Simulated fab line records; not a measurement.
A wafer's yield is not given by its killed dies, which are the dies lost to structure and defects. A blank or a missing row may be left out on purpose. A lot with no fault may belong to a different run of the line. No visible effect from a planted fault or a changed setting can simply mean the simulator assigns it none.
fab line records | flow berkeleyCmos170
record lots=14 wafers=42 lastDay=11
route steps=331 shown V1@269 M2@290 V2@296 M3@310
lots with no fault: from the same line, run without faults
startH: the number of hours between the record's first day and the start of the first shown wafer of the lot | waitH: how many hours have passed since the lot's step before this one | " as in the row above | L1.1+2: several wafers, shown together as one row | - no value, or no start given | * or withheld: withheld | < > ~ a bound
route shown NAME@n: NAME is a module with steps in the file, n the number in the route of the first one | usual: average and standard deviation across the fault-free wafers | same: alike in all rows | chamber/n: place in a boat | sites: per-site readings | _std_site: standard deviation across them | _edge_site: mean of outer sites minus mean of inner sites | radiusMm: how far each site lies from the wafer's centre | mask NAME#n: copy n | behind: the tool/chamber that last shaped the wafer | hold: reason for holding the lot/hours on hold/outcome of the hold | device: the n, p or np transistor that did not switch | end of line: the tests these same wafers got at the end of their route | a step with no rows: only its recipe | killed: not the wafer's yield, but the dies lost to structure and defects at the first sort | map: shows each die of a wafer: x if killed, . if not, _ if none is there
set.NAME: the setting as run; set.NAME@STEP: as run at that earlier step | model.NAME: the simulator's own value behind a step, which no gauge read
steps of the route over a sample of lots; a table a step, a row a wafer
services: the hour from which a tool's chamber was out of use, counted from the record's first day as startH (under 0 if before that day), plus the number of hours and why
## steps
# step UCB170_V1_STRIP_15
# recipe chemistry=O2 powerW=400 pressureMtorr=3500 platenTempC=withheld o2FlowSccm=400 overashFraction=0.5
# usual chamberPressureMTorr=3501/3.2 drypumpMotorCurrentA=6.0/0.62 oesProductAu=0.721/0.0047 stripTimeToEndpointS=15.30/0.11
# columns lot.wafer tool chamber startH waitH chamberPressureMTorr drypumpMotorCurrentA oesProductAu rfHoursCounterH stripTimeToEndpointS
L817.1 plasmaAsher-01 0 179.14 0.1 3499 6.0 0.718 48 15.35
L817.3 " 0 " " 3496 6.0 0.722 - 15.25
L817.5 " 1 " " 3502 6.5 0.719 - 15.15
L818.1 plasmaAsher-04 0 181.54 0.1 3496 6.5 0.709 38 15.36
L818.2 " 1 " " 3506 5.3 0.727 38 15.29
L818.4 " 0 " " 3505 6.5 0.724 - 15.29
L822.1 plasmaAsher-04 1 207.83 0.1 3506 5.3 0.721 42 15.54
L822.4 " 0 " " 3500 6.5 0.717 - 15.61
L822.5 " 1 " " 3502 5.3 0.714 - 15.44
L823.1 plasmaAsher-02 0 214.39 0.1 3498 6.8 0.726 11 15.61
L823.2 " 1 " " 3503 5.2 0.724 11 15.58
L823.6 " 0 " " 3501 6.8 0.723 - 15.39
L826.1 plasmaAsher-01 0 217.43 0.1 3498 6.0 0.721 53 15.15
L826.2 " 1 " " 3501 6.5 0.716 53 15.14
L826.5 " 1 " " 3501 6.5 0.722 - 15.23
L829.1 plasmaAsher-01 0 231.42 0.1 3500 6.0 0.718 55 15.22
L829.5 " 0 " " 3496 6.0 0.729 - 15.18
L829.6 " 1 " " 3504 6.6 0.722 - 15.18
L830.3 plasmaAsher-04 1 231.57 0.1 3502 5.3 0.729 - 15.37
L830.5 " 1 " " 3498 5.3 0.723 - 15.38
L830.6 " 0 " " 3504 6.5 0.717 - 15.41
L828.2 plasmaAsher-01 1 232.15 0.1 3497 6.5 0.719 55 15.38
L828.3 " 0 " " 3502 6.0 0.718 - 15.19
L828.6 " 1 " " 3503 6.5 0.716 - 15.27
L831.1 plasmaAsher-04 1 235.67 0.1 3498 5.3 0.720 45 15.32
L831.5 " 0 " " 3502 6.5 0.727 - 15.17
L831.6 " 1 " " 3497 5.3 0.722 - 15.30
L833.1 plasmaAsher-02 1 251.20 0.1 3501 5.2 0.729 15 15.25
L833.2 " 0 " " 3503 6.8 0.720 15 15.26
L833.4 " 0 " " 3495 6.8 0.715 - 15.21
L837.2 plasmaAsher-04 1 251.47 0.1 3500 5.3 0.722 47 15.39
L837.3 " 1 " " 3504 5.3 0.710 - 15.40
L837.6 " 1 " " 3500 5.3 0.722 - 15.36
L836.1 plasmaAsher-01 1 251.75 0.1 3504 6.5 0.717 57 15.25
L836.2 " 0 " " 3509 6.0 0.723 57 15.20
L836.4 " 0 " " 3503 6.0 0.712 - 15.17
L834.1 plasmaAsher-02 1 252.02 0.1 3493 5.2 0.726 15 15.37
L834.2 " 0 " " 3501 6.8 0.728 15 15.38
L834.6 " 1 " " 3497 5.2 0.720 - 15.38
L835.1 plasmaAsher-01 0 259.58 0.1 3503 6.0 0.725 58 15.30
L835.2 " 1 " " 3498 6.6 0.721 58 15.42
L835.4 " 1 " " 3502 6.5 0.719 - 15.28
# step UCB170_M2_STRIP_19
# recipe chemistry=O2 powerW=400 pressureMtorr=3500 platenTempC=withheld o2FlowSccm=400 overashFraction=0.5
# usual chamberPressureMTorr=3500/3.1 drypumpMotorCurrentA=6.0/0.45 oesProductAu=0.549/0.012
# columns lot.wafer tool chamber startH waitH chamberPressureMTorr drypumpMotorCurrentA oesProductAu rfHoursCounterH
L817.1 plasmaAsher-01 1 182.18 0.1 3502 6.5 0.560 49
L817.3 " 1 " " 3501 6.5 0.571 -
L817.5 " 0 " " 3501 6.0 0.553 -
L818.1 plasmaAsher-03 1 184.80 0.1 3498 5.8 0.549 49
L818.2 " 0 " " 3500 5.9 0.563 49
L818.4 " 0 " " 3501 5.9 0.552 -
L822.1 plasmaAsher-03 1 213.91 0.3 3500 5.8 0.547 53
L822.4 " 0 " " 3506 5.9 0.549 -
L822.5 " 1 " " 3493 5.8 0.538 -
L823.1 plasmaAsher-03 1 217.36 0.1 3499 5.8 0.549 53
L823.2 " 0 " " 3509 6.0 0.552 53
L823.6 " 1 " " 3497 5.8 0.552 -
L826.1 plasmaAsher-02 0 220.68 0.1 - - - -
L826.2 " 1 " " - - - -
L826.5 " 0 " " - - - -
L829.1 plasmaAsher-03 1 234.72 0.1 3499 5.8 0.556 56
L829.5 " 0 " " 3499 6.0 0.556 -
L829.6 " 1 " " 3502 5.8 0.557 -
L830.3 plasmaAsher-01 0 234.92 0.1 3497 6.0 0.549 -
L830.5 " 1 " " 3504 6.5 0.549 -
L830.6 " 0 " " 3502 6.0 0.527 -
L828.2 plasmaAsher-03 0 235.69 0.1 - - - -
L828.3 " 0 " " - - - -
L828.6 " 0 " " - - - -
L831.1 plasmaAsher-01 1 238.21 0.1 3497 6.6 0.555 56
L831.5 " 1 " " 3504 6.5 0.567 -
L831.6 " 0 " " 3503 6.0 0.569 -
L833.1 plasmaAsher-03 1 253.86 0.1 3499 5.8 0.550 57
L833.2 " 0 " " 3499 6.0 0.553 57
L833.4 " 1 " " 3500 5.9 0.550 -
L837.2 plasmaAsher-02 0 254.13 0.1 3500 6.8 0.536 16
L837.3 " 0 " " 3493 6.8 0.550 -
L837.6 " 0 " " 3497 6.8 0.559 -
L836.1 plasmaAsher-03 1 254.41 0.1 3502 5.8 0.527 57
L836.2 " 0 " " 3505 5.9 0.553 57
L836.4 " 0 " " 3494 5.9 0.529 -
L834.1 plasmaAsher-02 1 254.75 0.1 3498 5.2 0.547 16
L834.2 " 0 " " 3498 6.8 0.561 16
L834.6 " 1 " " 3503 5.2 0.556 -
L835.1 plasmaAsher-02 0 263.25 0.1 3493 6.8 0.562 16
L835.2 " 1 " " 3502 5.2 0.523 16
L835.4 " 1 " " 3493 5.2 0.546 -
# step UCB170_V2_THK_MEAS_04
# recipe reads=SiO2_of_V2_CVD_00
# usual V2_POLISHED_THK=999.8/1.3
# columns lot.wafer tool chamber startH waitH V2_POLISHED_THK[nm]
L817.1 filmMetro-04 - 183.11 0.1 998.4
L817.3 " - " " 999.9
L817.5 " - " " 999.3
L818.1 filmMetro-03 - 185.68 0.1 999.3
L818.2 " - " " 1001.0
L818.4 " - " " 999.7
L822.1 filmMetro-04 - 214.76 0.1 999.5
L822.4 " - " " 999.8
L822.5 " - " " 999.9
L823.1 filmMetro-04 - 218.22 0.1 1001.5
L823.2 " - " " 999.3
L823.6 " - " " 1000.8
L829.1 filmMetro-04 - 235.57 0.1 999.6
L829.5 " - " " 998.0
L829.6 " - " " 1001.3
L830.3 filmMetro-03 - 235.89 0.1 998.0
L830.5 " - " " 997.6
L830.6 " - " " 999.7
L831.1 filmMetro-03 - 239.06 0.1 999.7
L831.5 " - " " 999.6
L831.6 " - " " 999.7
L833.1 filmMetro-02 - 254.72 0.1 998.3
L833.2 " - " " 998.0
L833.4 " - " " 998.1
L837.2 filmMetro-04 - 255.00 0.1 1000.6
L837.3 " - " " 998.6
L837.6 " - " " 998.1
L836.1 filmMetro-04 - 255.26 0.1 997.7
L836.2 " - " " 998.9
L836.4 " - " " 999.6
L834.1 filmMetro-02 - 255.61 0.1 998.9
L834.2 " - " " 999.0
L834.6 " - " " 1000.9
L835.1 filmMetro-03 - 264.10 0.1 1001.5
L835.2 " - " " 998.5
L835.4 " - " " 1000.3
# step UCB170_M3_SPUTTER_01
# recipe material=Al targetThkNm=900 timeS=120 powerW=6000 chamberPressurePa=0.5
# usual throttleValvePct=30.1/1.1
# same timeS=120
# columns lot.wafer tool chamber startH waitH throttleValvePct
L817.1 pvdSputter-04 - 185.27 0.0 32.0
L817.3 " - " " 28.4
L817.5 " - " " 29.6
L818.1 pvdSputter-01 - 187.47 0.0 30.5
L818.2 " - " " 31.5
L818.4 " - " " 28.9
L822.1 pvdSputter-01 - 216.80 0.0 28.8
L822.4 " - " " 30.8
L822.5 " - " " 28.8
L823.1 pvdSputter-02 - 220.93 0.0 29.5
L823.2 " - " " 29.8
L823.6 " - " " 30.5
L829.1 pvdSputter-04 - 237.41 0.0 28.3
L829.5 " - " " 28.3
L829.6 " - " " 29.7
L830.3 pvdSputter-01 - 237.71 0.0 30.9
L830.5 " - " " 30.7
L830.6 " - " " 28.7
L831.1 pvdSputter-02 - 241.06 0.0 29.9
L831.5 " - " " 29.3
L831.6 " - " " 31.1
L833.1 pvdSputter-02 - 256.54 0.0 30.1
L833.2 " - " " 31.1
L833.4 " - " " 30.8
L837.2 pvdSputter-01 - 256.69 0.0 30.4
L837.3 " - " " 31.7
L837.6 " - " " 28.9
L836.1 pvdSputter-04 - 256.96 0.0 32.2
L836.2 " - " " 29.6
L836.4 " - " " 28.7
L834.1 pvdSputter-02 - 257.38 0.0 30.1
L834.2 " - " " 29.1
L834.6 " - " " 31.0
L835.1 pvdSputter-01 - 266.54 0.0 31.3
L835.2 " - " " 30.3
L835.4 " - " " 30.8
## services
# columns tool chamber startH hours kind
plasmaAsher-03 - 163.50 9.4 repair
plasmaAsher-02 - 177.81 9.5 repair
pvdSputter-01 - 199.58 10.5 repair
plasmaAsher-03 - 242.31 5.1 repair
pvdSputter-01 - 263.51 1.1 repair
## key
firstSign step=UCB170_M2_STRIP_19 reading=toolRecord direction=missing
effect none on later readings
metAt UCB170_M2_STRIP_19
struckLots L826,L828
laterRowsLeftOut L826.1,L826.2,L826.5,L828.2,L828.3,L828.6
sortLeftOut L826.1,L826.2,L826.5,L828.2,L828.3,L828.6
notActingAt UCB170_V1_STRIP_15,UCB170_V2_THK_MEAS_04,UCB170_M3_SPUTTER_01
onsetBetween 217.36 220.68
fault kind=skippedStepWhole tool=plasmaAsher-02,plasmaAsher-03 chamber=- onsetH=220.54 steps=UCB170_M2_STRIP_19 scope=struckLotsOnly
# sortLeftOut: the simulated sort isn't trusted on such a fault, so these wafers' sort isn't shown, and their yield isn't known
# laterRowsLeftOut: the simulator's readings of these wafers behind a module that went badly wrong aren't trusted and aren't shown, but for the sort
